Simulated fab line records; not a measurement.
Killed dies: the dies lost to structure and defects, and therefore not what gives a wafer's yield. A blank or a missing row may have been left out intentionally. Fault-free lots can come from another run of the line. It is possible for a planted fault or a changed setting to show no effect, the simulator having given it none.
A struck lot beside a sound one | flow berkeleyCmos170 | 44 steps out of a route of 331
Sound: the wafers L394.3, L394.5, L394.6. Wafers L402.2, L402.3, L402.5 were the ones struck. Last of all comes the cause.
Order at every step that has rows: each side's tool, ch and its chambers, its first start. Under that, the readings that differ: sound wafers | struck wafers | difference of the means | sigmas: that difference in standard deviations of wafers without a fault.
alike: same words and numbers on both sides, and readings whose means sit less than 2 such deviations apart. not compared: any withheld reading, any reading some wafer has no value for, any bound like >300 that may hide the same value, and any number with overlapping values for which the record gives no deviation.
The two part at a step that has a row with sigmas, a row that says differs or no value, or rows on one side only. Numbers that have no deviation but don't overlap get no sigmas and don't part them. Lack of a reading on every wafer of one side parts them only where that side has two or more wafers.

UCB170_PLDD_STRIP_10: strips in O2.
  sound on plasmaAsher-01 ch 0,1, day 7 09:14; struck on plasmaAsher-03 ch 0,1, day 8 11:40
  alike: drypumpMotorCurrentA, oesProductAu, stripTimeToEndpointS
  not compared: rfHoursCounterH
UCB170_PLDD_TW_MEAS_11:
  sound on filmMetro-01 at day 7 09:19; struck on filmMetro-01 at day 8 11:47
  alike: PLDD_TW
then, 7 steps without rows for these wafers: UCB170_PLDD_CLEAN_12 (cleans in SPM, time 600 s); UCB170_NLDD_HMDS_00 (prime time 60 s); UCB170_NLDD_COAT_01 (resist thk 900 nm); UCB170_NLDD_SOFTBAKE_02 (time 60 s); UCB170_NLDD_EXPOSE_03 (exposes mask NSELECT, target cd 1200 nm); UCB170_NLDD_PEB_04; UCB170_NLDD_DEVELOP_05 (develop time 45 s).
UCB170_NLDD_CD_MEAS_06 targets a cd of 1200 nm.
  sound on cdSem-01 at day 7 11:01; struck on cdSem-01 at day 8 13:27
  alike: cdNm
UCB170_NLDD_OVL_MEAS_07:
  sound on overlay-01 at day 7 11:07; struck on overlay-01 at day 8 13:33
  alike: NLDD_OVL
then, 1 step without rows for these wafers: UCB170_NLDD_IMPLANT_08.
UCB170_NLDD_IMPLANT_09:
  sound on implanter-01 ch 0, day 7 11:20; struck on implanter-01 ch 0, day 8 14:04
  alike: doseIonsCm2, endStationPressureTorr, tiltDeg
UCB170_NLDD_STRIP_10: strips in O2.
  sound on plasmaAsher-03 ch 0,1, day 7 11:28; struck on plasmaAsher-04 ch 0,1, day 8 14:12
  alike: drypumpMotorCurrentA, oesProductAu, stripTimeToEndpointS
  not compared: rfHoursCounterH
UCB170_NLDD_TW_MEAS_11:
  sound on filmMetro-01 at day 7 11:34; struck on filmMetro-02 at day 8 14:20
reading | sound          | struck         | difference | sigmas
NLDD_TW | 2222 2213 2207 | 2474 2474 2483 | +263       | +13
then, 1 step without rows for these wafers: UCB170_NLDD_CLEAN_12 (cleans in SPM, time 600 s).
UCB170_SPACER_CVD_00: deposits SiO2 from TEOS/O2, target thk 376 nm, time 47 s.
  sound on pecvd-03 ch 1,2, day 7 11:46; struck on pecvd-03 ch 1,2, day 8 14:36
  alike: heaterPowerW
UCB170_SPACER_THK_MEAS_01:
  sound on filmMetro-03 at day 7 11:50; struck on filmMetro-04 at day 8 14:39
reading              | sound       | struck      | difference | sigmas
SPACER_TEOS_THK (nm) | 378 382 382 | 370 371 374 | -9         | -2
then, 8 steps without rows for these wafers: UCB170_SPACER_ANNEAL_02 (time 1800 s); UCB170_SPACER_ETCHBACK_03 (etches SiO2 in CHF3/CF4/Ar, stops on Si, target depth 376 nm, time 100 s); UCB170_PSD_HMDS_00 (prime time 60 s); UCB170_PSD_COAT_01 (resist thk 900 nm); UCB170_PSD_SOFTBAKE_02 (time 60 s); UCB170_PSD_EXPOSE_03 (exposes mask PSELECT MOD, target cd 1200 nm); UCB170_PSD_PEB_04; UCB170_PSD_DEVELOP_05 (develop time 45 s).
UCB170_PSD_CD_MEAS_06 targets a cd of 1200 nm.
  sound on cdSem-02 at day 7 17:23; struck on cdSem-02 at day 8 18:56
  alike: cdNm
UCB170_PSD_OVL_MEAS_07:
  sound on overlay-02 at day 7 17:29; struck on overlay-02 at day 8 19:02
  alike: PSD_OVL
then, 1 step without rows for these wafers: UCB170_PSD_IMPLANT_08.
UCB170_PSD_STRIP_09: strips in O2.
  sound on plasmaAsher-03 ch 0,1, day 7 17:41; struck on plasmaAsher-04 ch 0,1, day 8 19:13
  alike: drypumpMotorCurrentA, oesProductAu, stripTimeToEndpointS
  not compared: rfHoursCounterH
UCB170_PSD_TW_MEAS_10:
  sound on filmMetro-02 at day 7 17:46; struck on filmMetro-01 at day 8 19:20
  alike: PSD_TW
then, 7 steps without rows for these wafers: UCB170_PSD_CLEAN_11 (cleans in SPM, time 600 s); UCB170_NSD_HMDS_00 (prime time 60 s); UCB170_NSD_COAT_01 (resist thk 900 nm); UCB170_NSD_SOFTBAKE_02 (time 60 s); UCB170_NSD_EXPOSE_03 (exposes mask NSELECT MOD, target cd 1200 nm); UCB170_NSD_PEB_04; UCB170_NSD_DEVELOP_05 (develop time 45 s).
UCB170_NSD_CD_MEAS_06 targets a cd of 1200 nm.
  sound on cdSem-02 at day 7 19:58; struck on cdSem-02 at day 8 21:17
  alike: cdNm
UCB170_NSD_OVL_MEAS_07:
  sound on overlay-01 at day 7 20:04; struck on overlay-01 at day 8 21:23
reading      | sound   | struck     | difference | sigmas
NSD_OVL (nm) | -2 1 -5 | -9 -15 -19 | -12        | -2
then, 1 step without rows for these wafers: UCB170_NSD_IMPLANT_08.
UCB170_NSD_STRIP_09: strips in O2.
  sound on plasmaAsher-02 ch 0,1, day 7 20:16; struck on plasmaAsher-01 ch 0,1, day 8 21:34
reading                  | sound             | struck            | difference | sigmas
stripTimeToEndpointS (s) | 35.87 35.91 35.84 | 35.73 35.67 35.64 | -0.19      | -2
  alike: drypumpMotorCurrentA, oesProductAu
  not compared: rfHoursCounterH
UCB170_SDANNEAL_RS_MEAS_05: a four-point-probe measurement.
  sound on filmMetro-01 at day 7 22:23; struck on filmMetro-03 at day 8 23:41
reading          | sound             | struck            | difference | sigmas
NLDD_RS (ohm/sq) | 617.5 617.3 617.4 | 465.9 466.9 465.5 | -151.3     | -84
UCB170_M3_PROBE_99:
  rows exist in the record for the struck wafers here (prober-01, day 10 01:58), but not for the sound ones

WHERE THEY PART
At UCB170_NLDD_TW_MEAS_11 first; at UCB170_M3_PROBE_99 last (within this record only).

WHY: what the simulator had put in
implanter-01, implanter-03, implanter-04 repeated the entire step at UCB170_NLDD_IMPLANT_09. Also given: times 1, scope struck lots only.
